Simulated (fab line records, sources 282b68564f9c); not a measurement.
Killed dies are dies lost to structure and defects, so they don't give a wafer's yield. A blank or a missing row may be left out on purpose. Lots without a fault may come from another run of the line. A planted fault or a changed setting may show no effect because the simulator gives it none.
A sampling plan put to the test | flow rit_cmos | one fab line, 10 faults that these records tell of, each judged on the records of the lots that it struck
The plan is the line's own looks: the steps of the route at which a gauge or an inspection reads the wafer and doesn't change it. A look can be judged if struck wafers have a number there and the file gives its usual mean and standard deviation on fault-free wafers. Caught: at a look after the fault's first step, the mean of the struck wafers lies 4 or more of those standard deviations (sigma) from the usual mean. On the tool: the same test on the tool's own readings at the fault's steps. Another recipe on the struck wafers, or a record that is blank for them alone, also counts as caught.

THE FAULTS, as the simulator had put them in
1. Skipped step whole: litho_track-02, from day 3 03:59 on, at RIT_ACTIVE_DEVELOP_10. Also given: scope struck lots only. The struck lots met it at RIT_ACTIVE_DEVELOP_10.
2. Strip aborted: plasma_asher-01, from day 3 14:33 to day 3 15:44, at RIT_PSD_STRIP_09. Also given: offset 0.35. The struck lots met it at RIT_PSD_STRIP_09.
3. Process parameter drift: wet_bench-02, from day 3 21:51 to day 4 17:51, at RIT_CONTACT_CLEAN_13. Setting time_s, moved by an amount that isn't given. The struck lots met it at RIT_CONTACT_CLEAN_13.
4. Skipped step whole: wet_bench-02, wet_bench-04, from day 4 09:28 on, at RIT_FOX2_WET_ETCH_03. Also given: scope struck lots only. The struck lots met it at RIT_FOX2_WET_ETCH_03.
5. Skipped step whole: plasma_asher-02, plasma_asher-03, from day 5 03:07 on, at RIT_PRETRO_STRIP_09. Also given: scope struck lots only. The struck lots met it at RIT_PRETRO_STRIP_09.
6. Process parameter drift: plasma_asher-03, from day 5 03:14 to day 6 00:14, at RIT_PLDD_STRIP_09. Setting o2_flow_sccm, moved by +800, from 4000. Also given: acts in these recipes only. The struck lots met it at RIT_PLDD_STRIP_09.
7. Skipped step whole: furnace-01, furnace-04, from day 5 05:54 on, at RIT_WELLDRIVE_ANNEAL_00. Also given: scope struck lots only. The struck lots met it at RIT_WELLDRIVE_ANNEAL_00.
8. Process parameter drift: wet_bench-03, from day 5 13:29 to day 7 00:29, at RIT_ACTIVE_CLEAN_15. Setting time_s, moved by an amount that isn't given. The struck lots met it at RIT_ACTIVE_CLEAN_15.
9. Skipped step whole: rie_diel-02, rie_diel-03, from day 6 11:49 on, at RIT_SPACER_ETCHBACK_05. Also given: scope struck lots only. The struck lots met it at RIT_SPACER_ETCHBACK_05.
10. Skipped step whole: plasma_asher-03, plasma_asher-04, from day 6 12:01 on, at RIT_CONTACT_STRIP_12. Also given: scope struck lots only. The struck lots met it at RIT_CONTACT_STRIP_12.

WHAT THE PLAN SAW
fault | on the tool itself                               | first look that catches it     | reading, sigma | median hours from its first step to that look | hours from the fault's start to the first struck lot there | judged looks passed uncaught
1     | the tool's record is blank for the struck wafers | no look after it can be judged | -              | -                                             | -                                                          | 0
2     | run_length_s -99 or beyond sigma                 | no look after it can be judged | -              | -                                             | -                                                          | 0
3     | run_length_s +30 sigma                           | no look after it can be judged | -              | -                                             | -                                                          | 0
4     | the tool's record is blank for the struck wafers | no look after it can be judged | -              | -                                             | -                                                          | 0
5     | the tool's record is blank for the struck wafers | no look after it can be judged | -              | -                                             | -                                                          | 0
6     | o2_flow_sccm +61 sigma                           | no look after it can be judged | -              | -                                             | -                                                          | 0
7     | the tool's record is blank for the struck wafers | no look after it can be judged | -              | -                                             | -                                                          | 0
8     | run_length_s +17 sigma                           | no look after it can be judged | -              | -                                             | -                                                          | 0
9     | the tool's record is blank for the struck wafers | no look after it can be judged | -              | -                                             | -                                                          | 0
10    | the tool's record is blank for the struck wafers | no look after it can be judged | -              | -                                             | -                                                          | 0
A dash: the fault isn't caught, or these records don't give the number.

Caught at a look: 0 of 10. Caught on the tool: 10 of 10. By one or the other: 10 of 10.
Caught on the tool alone: faults 1, 2, 3, 4, 5, 6, 7, 8, 9, 10.
